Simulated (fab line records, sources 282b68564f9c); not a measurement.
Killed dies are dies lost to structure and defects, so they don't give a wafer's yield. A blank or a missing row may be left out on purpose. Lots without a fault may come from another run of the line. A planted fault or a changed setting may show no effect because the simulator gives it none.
Which tool did it? | flow rit_cmos | 13 lots, 39 wafers sampled, at 4 steps of a route of 202

WHAT THE GAUGES READ, wafer by wafer
RIT_SPACER_THK_MEAS_04.
lot  | measured    | on            | SPACER_NITRIDE_THK (nm)
L975 | day 3 02:26 | film_metro-01 | 249.3 248.6 248.0
L977 | day 3 12:00 | film_metro-01 | 252.9 252.3 253.0
L978 | day 3 18:30 | film_metro-03 | 252.7 250.2 250.6
L979 | day 4 01:40 | film_metro-01 | 251.5 251.8 252.6
L980 | day 4 04:19 | film_metro-01 | 250.6 252.0 251.6
L981 | day 4 10:06 | film_metro-03 | 253.2 257.3 256.5
L982 | day 4 13:57 | film_metro-02 | 252.5 253.5 254.2
L984 | day 5 01:34 | film_metro-03 | 249.6 248.3 248.1
L986 | day 5 12:29 | film_metro-02 | 250.1 249.1 250.7
L990 | day 6 09:05 | film_metro-03 | 249.1 250.1 249.0
L995 | day 7 17:42 | film_metro-02 | 254.4 252.6 255.3
L996 | day 8 05:58 | film_metro-03 | 252.6 252.5 252.1
L998 | day 8 11:37 | film_metro-02 | 247.3 249.9 248.9

RIT_CONTACT_CD_MEAS_08: target cd 1000 nm.
lot  | measured    | on        | cd_nm (nm)
L975 | day 3 08:08 | cd_sem-02 | 996.7 999.4 997.3
L977 | day 3 17:59 | cd_sem-02 | 1001.3 998.6 999.9
L978 | day 4 00:07 | cd_sem-02 | 1001.2 1000.6 1001.0
L979 | day 4 07:49 | cd_sem-02 | 1001.9 998.6 999.2
L980 | day 4 10:04 | cd_sem-02 | 999.0 999.9 998.7
L981 | day 4 15:56 | cd_sem-01 | 1001.5 997.0 1001.2
L982 | day 4 19:40 | cd_sem-02 | 999.2 999.5 998.4
L984 | day 5 07:32 | cd_sem-01 | 997.7 999.7 997.0
L986 | day 5 18:10 | cd_sem-01 | 1153.8 1151.6 1150.8
L990 | day 6 14:53 | cd_sem-01 | 1002.3 1000.3 1003.6
L995 | day 8 00:06 | cd_sem-02 | 996.7 997.5 996.6
L996 | day 8 11:47 | cd_sem-01 | 999.2 999.8 999.9
L998 | day 8 17:38 | cd_sem-01 | 998.1 998.2 999.2

RIT_M1_RS_MEAS_01: measures by four-point-probe.
lot  | measured    | on            | M1_AL_RS (ohm/sq)
L975 | day 3 09:35 | film_metro-03 | 0.0746 0.0752 0.0739
L977 | day 3 19:26 | film_metro-04 | 0.0741 0.0741 0.0735
L978 | day 4 01:33 | film_metro-04 | 0.0744 0.0743 0.0742
L979 | day 4 09:16 | film_metro-04 | 0.0735 0.0745 0.0732
L980 | day 4 11:31 | film_metro-03 | 0.0744 0.0733 0.0740
L981 | day 4 17:23 | film_metro-01 | 0.0739 0.0750 0.0745
L982 | day 4 21:06 | film_metro-04 | 0.0746 0.0724 0.0736
L984 | day 5 08:58 | film_metro-01 | 0.0745 0.0750 0.0754
L986 | day 5 19:37 | film_metro-04 | 0.0740 0.0725 0.0743
L990 | day 6 16:19 | film_metro-04 | 0.0741 0.0733 0.0730
L995 | day 8 01:33 | film_metro-01 | 0.0720 0.0736 0.0739
L996 | day 8 13:13 | film_metro-04 | 0.0750 0.0736 0.0725
L998 | day 8 19:18 | film_metro-04 | 0.0756 0.0745 0.0740

WHICH TOOL RAN EACH LOT (tool, then ch and the chambers of the sampled wafers, then the start)
lot  | RIT_CONTACT_EXPOSE_05
L975 | iline_stepper-02 ch 0, day 3 07:37
L977 | iline_stepper-01 ch 0, day 3 17:28
L978 | iline_stepper-01 ch 0, day 3 23:35
L979 | iline_stepper-01 ch 0, day 4 07:10
L980 | iline_stepper-01 ch 0, day 4 09:28
L981 | iline_stepper-01 ch 0, day 4 15:25
L982 | iline_stepper-01 ch 0, day 4 19:08
L984 | iline_stepper-01 ch 0, day 5 07:01
L986 | iline_stepper-01 ch 0, day 5 17:39
L990 | iline_stepper-02 ch 0, day 6 14:22
L995 | iline_stepper-01 ch 0, day 7 23:35
L996 | iline_stepper-02 ch 0, day 8 11:16
L998 | iline_stepper-01 ch 0, day 8 17:07
- RIT_CONTACT_EXPOSE_05: exposes mask M11, target cd 1000 nm.

WHAT THE TOOLS THEMSELVES READ (means of the sampled wafers that have a number; where no wafer has one, the mark that the record gives instead)
RIT_CONTACT_EXPOSE_05.
lot  | tool             | stage_vel_mm_s (mm/s)
L975 | iline_stepper-02 | 499.95
L977 | iline_stepper-01 | 499.82
L978 | iline_stepper-01 | 499.91
L979 | iline_stepper-01 | 499.86
L980 | iline_stepper-01 | 499.97
L981 | iline_stepper-01 | 500.17
L982 | iline_stepper-01 | 499.64
L984 | iline_stepper-01 | 500.20
L986 | iline_stepper-01 | 500.05
L990 | iline_stepper-02 | 499.77
L995 | iline_stepper-01 | 499.99
L996 | iline_stepper-02 | 500.08
L998 | iline_stepper-01 | 499.91

THE ANSWER, worked out from the rows above alone
Rule: what is usual is taken from the lots themselves. Put in order of their means at a reading, lots are off if they are a third of the lots or fewer, leave a main group of 4 or more, and stand apart from it by a gap of 3 or more times the standard deviation of the main group's means; of several such gaps the widest counts. A main group whose means are all the same, to the digits that the tables above print for the reading, isn't used. A lot without any number at a reading at which 4 lots or more have one is off too. The other lots that the step has rows for count as sound. The gauges are gone through in route order, then the tools' own readings, and for those a lot's mean is taken as printed above. The first step at which some lot is off is used, and at that step the reading that is off furthest; a lot without a number counts as furthest.
Off: L986, at RIT_CONTACT_CD_MEAS_08 (cd_nm). The main group: mean 999.3 nm, standard deviation 1.3.
A tool fits if, at a process step before that reading, it ran every lot that is off, and no sound lot after the first of them. The gauges at RIT_CONTACT_CD_MEAS_08 are tried like those tools. None of those tried fits.

WHAT THE SIMULATOR HAD PUT IN
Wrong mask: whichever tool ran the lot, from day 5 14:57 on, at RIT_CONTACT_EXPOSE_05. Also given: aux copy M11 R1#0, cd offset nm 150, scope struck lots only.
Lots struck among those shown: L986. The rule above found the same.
